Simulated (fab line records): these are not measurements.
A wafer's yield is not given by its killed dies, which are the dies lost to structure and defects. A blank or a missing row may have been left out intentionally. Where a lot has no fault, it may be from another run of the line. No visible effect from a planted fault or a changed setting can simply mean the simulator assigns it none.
Which tool was responsible? + flow berkeley-cmos170 + 14 lots, 42 wafers sampled, at 3 steps of a route of 331

WHAT EACH GAUGE READ, for each wafer
UCB170_ACTIVE_CD_MEAS_13 targets a cd of 1200 nm.
| lot  | measured    | on        | cd-nm (nm)           |
|------|-------------|-----------|----------------------|
| L758 | day 4 19:26 | cd-sem-02 | 1201.0 1198.9 1200.1 |
| L759 | day 4 19:43 | cd-sem-01 | 1201.9 1201.4 1201.7 |
| L762 | day 5 10:42 | cd-sem-02 | 1200.9 1200.8 1200.6 |
| L761 | day 5 10:59 | cd-sem-01 | 1199.8 1198.3 1199.2 |
| L763 | day 6 09:34 | cd-sem-02 | 1198.5 1199.5 1198.4 |
| L768 | day 6 15:16 | cd-sem-01 | 1202.3 1200.7 1200.8 |
| L770 | day 7 09:49 | cd-sem-02 | 1200.4 1200.1 1199.8 |
| L773 | day 7 17:12 | cd-sem-01 | 1200.2 1200.4 1198.9 |
| L774 | day 7 17:31 | cd-sem-01 | 1200.8 1199.0 1200.2 |
| L772 | day 7 17:44 | cd-sem-01 | 1200.5 1199.6 1200.7 |
| L775 | day 8 10:08 | cd-sem-01 | 1199.6 1200.1 1200.0 |
| L779 | day 9 07:42 | cd-sem-02 | 1198.7 1199.5 1197.7 |
| L778 | day 9 07:56 | cd-sem-01 | 1196.6 1198.0 1197.9 |
| L780 | day 9 14:56 | cd-sem-02 | 1199.0 1199.4 1198.9 |

UCB170_V1_CD_MEAS_90 targets a cd of 700 nm.
| lot  | measured     | on        | cd-nm (nm)        |
|------|--------------|-----------|-------------------|
| L758 | day 8 14:37  | cd-sem-01 | 701.5 701.8 699.8 |
| L759 | day 8 16:04  | cd-sem-02 | 699.5 701.1 700.5 |
| L762 | day 8 23:07  | cd-sem-02 | 700.2 701.8 700.4 |
| L761 | day 8 21:38  | cd-sem-01 | 701.1 700.5 702.3 |
| L763 | day 9 18:13  | cd-sem-02 | 701.0 701.7 701.6 |
| L768 | day 10 04:18 | cd-sem-02 | 700.8 700.1 701.6 |
| L770 | day 10 17:51 | cd-sem-01 | 698.5 701.7 698.4 |
| L773 | day 11 13:25 | cd-sem-01 | 699.3 700.7 701.5 |
| L774 | day 11 15:08 | cd-sem-02 | 701.2 699.8 701.6 |
| L772 | day 11 19:08 | cd-sem-01 | 701.0 699.3 700.4 |
| L775 | day 12 05:52 | cd-sem-01 | 696.8 698.3 700.4 |
| L779 | day 12 21:19 | cd-sem-01 | 696.2 698.8 696.4 |
| L778 | day 12 21:52 | cd-sem-02 | 700.4 699.8 700.5 |
| L780 | day 13 12:24 | cd-sem-01 | 699.6 699.3 698.7 |

EACH LOT AND THE TOOL THAT RAN IT (in order: tool; ch and the chambers of the sampled wafers; start)
| lot  | UCB170_PLDD_STRIP_10                 |
|------|--------------------------------------|
| L758 | plasma-asher-04 ch 0,1, day 7 14:53  |
| L759 | plasma-asher-03 ch 0,1, day 7 14:16  |
| L762 | plasma-asher-01 ch 0,1, day 7 19:38  |
| L761 | plasma-asher-01 ch 0,1, day 7 19:14  |
| L763 | plasma-asher-03 ch 0,1, day 8 15:57  |
| L768 | plasma-asher-04 ch 0,1, day 8 23:47  |
| L770 | plasma-asher-01 ch 0,1, day 9 15:56  |
| L773 | plasma-asher-04 ch 0,1, day 10 09:06 |
| L774 | plasma-asher-01 ch 0,1, day 10 08:59 |
| L772 | plasma-asher-01 ch 0,1, day 10 09:24 |
| L775 | plasma-asher-04 ch 0,1, day 11 01:43 |
| L779 | plasma-asher-01 ch 0,1, day 11 19:17 |
| L778 | plasma-asher-04 ch 0,1, day 11 19:01 |
| L780 | plasma-asher-03 ch 0,1, day 12 06:20 |
- UCB170_PLDD_STRIP_10: strips in O2.

AS READ BY THE TOOLS THEMSELVES (means over the sampled wafers that have a number; for cases with no such wafer, the mark the record gives instead)
UCB170_PLDD_STRIP_10.
| lot  | tool            | drypump-motor-current-A (A) | oes-product-au (a.u.) | strip-time-to-endpoint-s (s) |
|------|-----------------|-----------------------------|-----------------------|------------------------------|
| L758 | plasma-asher-04 | 5.4                         | 0.734                 | 21.54                        |
| L759 | plasma-asher-03 | 5.2                         | 0.739                 | 21.68                        |
| L762 | plasma-asher-01 | 5.6                         | 0.736                 | 21.61                        |
| L761 | plasma-asher-01 | 5.6                         | 0.733                 | 21.58                        |
| L763 | plasma-asher-03 | 5.2                         | 0.732                 | 21.64                        |
| L768 | plasma-asher-04 | 5.5                         | 0.734                 | 21.71                        |
| L770 | plasma-asher-01 | 5.6                         | 0.731                 | 21.67                        |
| L773 | plasma-asher-04 | 5.5                         | 0.732                 | 21.56                        |
| L774 | plasma-asher-01 | 5.5                         | 0.735                 | 21.58                        |
| L772 | plasma-asher-01 | 5.5                         | 0.734                 | 21.60                        |
| L775 | plasma-asher-04 | 5.5                         | 0.734                 | 21.63                        |
| L779 | plasma-asher-01 | 5.6                         | 0.735                 | 21.70                        |
| L778 | plasma-asher-04 | 5.4                         | 0.733                 | 21.62                        |
| L780 | plasma-asher-03 | 5.2                         | 0.739                 | 21.66                        |

THE ANSWER, worked out from the rows above alone
Rule: usual is defined by the lots themselves. The widest of any qualifying gaps counts: lots, ordered by their means at a reading, are off when they make up no more than a third of the lots, leave a main group of 4 or more, and stand apart from it by 3 or more times the standard deviation of that group's means. If all means in a main group match to the digits the tables above print for the reading, that group is not used. Also off: a lot with no number at a reading for which 4 or more lots have one. The other lots that the step has rows for count as sound. Order of review: gauges by route order, followed by the tools' own readings, for which a lot's mean as printed above is used. At the first step where some lot is off, the reading lying furthest off is the one used; lots without a number count as furthest.
Across all readings shown, no lot is off: no conclusion can be drawn from this.

WHAT THE SIMULATOR PUT IN
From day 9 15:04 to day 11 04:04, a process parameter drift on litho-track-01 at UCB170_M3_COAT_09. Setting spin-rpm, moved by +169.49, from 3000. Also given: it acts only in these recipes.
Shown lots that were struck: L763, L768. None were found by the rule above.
